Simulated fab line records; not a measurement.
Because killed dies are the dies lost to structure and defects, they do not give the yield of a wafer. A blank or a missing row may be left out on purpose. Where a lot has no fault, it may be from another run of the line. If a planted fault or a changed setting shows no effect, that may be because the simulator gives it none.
2 desks looking at one fault    flow berkeley-cmos170    every desk sees just its own numbers, and what lay behind them comes last

## METROLOGY DESK
Lot by lot, what the gauges showed, no matter which tool ran the lot: averages of those sampled wafers that carry a number. Any lot whose mean is over 4 standard deviations away from the usual mean is out of limits and marked OUT; that distance is given in the brackets.
Columns: A = PWELL_OXIDE_THK at UCB170_PWELL_THK_MEAS_03, usual 26.2 nm; B = CONTACT_OVL at UCB170_CONTACT_OVL_MEAS_16, usual 1 nm; C = V1_TEOS_THK at UCB170_V1_THK_MEAS_01, usual 1997 nm; D = M3_BOW at UCB170_M3_BOW_MEAS_20, usual 35 um
lot   first seen here  A     B    C     D
L636  day 2 18:38      25.8  -6   1981  44
L637  day 2 23:43      26.3  5    2000  32
L638  day 2 23:43      26.2  1    2005  32
L639  day 3 05:33      25.9  -0   1982  41
L640  day 3 14:39      25.9  3    2033  38
L641  day 3 14:39      25.6  1    1996  35
L642  day 3 21:50      26.5  -4   1995  35
L643  day 3 21:51      26.3  -10  2017  30
L649  day 5 12:14      26.2  4    1956  25
L653  day 6 12:38      26.6  11   1985  38
L654  day 6 18:00      26.8  6    2013  36
L656  day 6 23:51      25.9  4    1961  32
L657  day 6 23:51      26.7  5    1977  37
L659  day 7 08:02      26.6  4    2006  41
This desk's verdict: no lot among the 14 shows anything out of limits.

## FOR THE TOOL OWNER'S DESK: pecvd-01
The tool's own readings at UCB170_V1_CVD_00 (deposits SiO2 from TEOS/O2, target thk 2000 nm, time 250 s): means of the sampled wafers that have a number, for each lot that ran on this tool. Any lot whose mean is over 4 standard deviations away from the usual mean is out of limits and marked OUT; that distance is given in the brackets.
Columns: A = heater-power-w at UCB170_V1_CVD_00, usual 226 W; B = run-length-s at UCB170_V1_CVD_00, usual 277.9 s; C = susceptor-temp-C at UCB170_V1_CVD_00, usual 389.99 C
lot   first seen here  A    B                 C
L637  day 7 12:17      254  278.3             390.08
L639  day 7 22:01      233  278.2             389.83
L642  day 8 12:27      207  278.5             389.95
L649  day 10 01:41     240  275.2 (-4.0) OUT  390.26
L653  day 10 18:41     225  275.3             389.85
This desk's finding: out of limits on L649; first on L649, day 10 01:41 (run-length-s at UCB170_V1_CVD_00). L637, L639, L642, L653: within limits.

## TAKEN TOGETHER
The tool owner's desk could have raised an alarm at day 10 01:41, on L649.
Nothing out of limits was seen by the metrology desk.
The metrology desk holds a record of L649, inside its limits.
On pecvd-01, each named lot ran UCB170_V1_CVD_00.

## WHAT THE SIMULATOR HAD PUT IN
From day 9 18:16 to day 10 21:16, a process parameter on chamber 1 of pecvd-01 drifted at UCB170_V1_CVD_00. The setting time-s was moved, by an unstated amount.
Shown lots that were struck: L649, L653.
How many hours passed from the start of the fault until each desk's first out-of-limits reading: the tool owner's desk, 7.
